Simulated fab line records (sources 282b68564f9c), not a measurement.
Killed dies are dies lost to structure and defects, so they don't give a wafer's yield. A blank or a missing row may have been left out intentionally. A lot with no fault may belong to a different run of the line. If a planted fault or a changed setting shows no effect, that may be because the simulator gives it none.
What tool caused it? ; flow rit-cmos ; 21 wafers from 7 lots sampled at 3 of the route's 202 steps

== WHAT THE GAUGES SHOWED, per wafer ==
RIT_M1_RS_MEAS_01: measurement is done with a four-point probe.
lot;measured;on;M1_AL_RS (ohm/sq)
L172;day 3 11:19;film-metro-02;0.0748 0.0742 0.0746
L175;day 4 05:37;film-metro-01;0.0736 0.0736 0.0735
L177;day 4 17:48;film-metro-03;0.0738 0.0730 0.0727
L179;day 5 07:58;film-metro-03;0.0723 0.0731 0.0747
L184;day 5 23:40;film-metro-01;0.0795 0.0828 0.0816
L191;day 7 08:50;film-metro-01;0.0740 0.0738 0.0727
L194;day 8 04:29;film-metro-01;0.0739 0.0743 0.0733

== WHICH TOOL RAN EACH LOT (tool, then ch and the chambers of the sampled wafers, then the start) ==
lot;RIT_PLDD_STRIP_09;RIT_M1_SPUTTER_00
L172;plasma-asher-03 ch 0,1, day 3 00:59;pvd-sputter-03, day 3 11:01
L175;plasma-asher-01 ch 0,1, day 3 19:39;pvd-sputter-02, day 4 05:19
L177;plasma-asher-03 ch 0,1, day 4 07:34;pvd-sputter-02, day 4 17:35
L179;plasma-asher-01 ch 0,1, day 4 21:56;pvd-sputter-02, day 5 07:41
L184;plasma-asher-03 ch 0,1, day 5 14:06;pvd-sputter-02, day 5 23:20
L191;plasma-asher-02 ch 0,1, day 6 23:00;pvd-sputter-03, day 7 08:33
L194;plasma-asher-03 ch 0,1, day 7 18:45;pvd-sputter-03, day 8 04:11
- RIT_PLDD_STRIP_09: strips in O2, time 180 s.
- RIT_M1_SPUTTER_00: material Al, target thk 400 nm, time 500 s.

== THE ANSWER, worked out from the rows above alone ==
Rule: the usual values come from the lots themselves. Put in order of their means at a reading, lots are off if they are a third of the lots or fewer, leave a main group of 4 or more, and stand apart from it by a gap of 3 or more times the standard deviation of the main group's means; of several such gaps the widest counts. The tables above print the reading to a certain number of digits; a main group whose means all agree to those digits is not used. Also off: a lot with no number at a reading for which 4 or more lots have one. All remaining lots with rows at the step are treated as sound.
Off: L184, seen at RIT_M1_RS_MEAS_01 (M1_AL_RS). For the main group the mean is 0.0737 ohm/sq and the standard deviation 0.00044.
A tool fits if, at a process step before that reading, it ran every lot that is off, and no sound lot after the first of them. Those tools and the gauges at RIT_M1_RS_MEAS_01 are tried in the same way. One fits: pvd-sputter-02 at RIT_M1_SPUTTER_00. Its last sound lot is L179 (day 5 07:41), its first lot that is off L184 (day 5 23:20): a fault that began between those two fits.

== WHAT THE SIMULATOR PUT IN ==
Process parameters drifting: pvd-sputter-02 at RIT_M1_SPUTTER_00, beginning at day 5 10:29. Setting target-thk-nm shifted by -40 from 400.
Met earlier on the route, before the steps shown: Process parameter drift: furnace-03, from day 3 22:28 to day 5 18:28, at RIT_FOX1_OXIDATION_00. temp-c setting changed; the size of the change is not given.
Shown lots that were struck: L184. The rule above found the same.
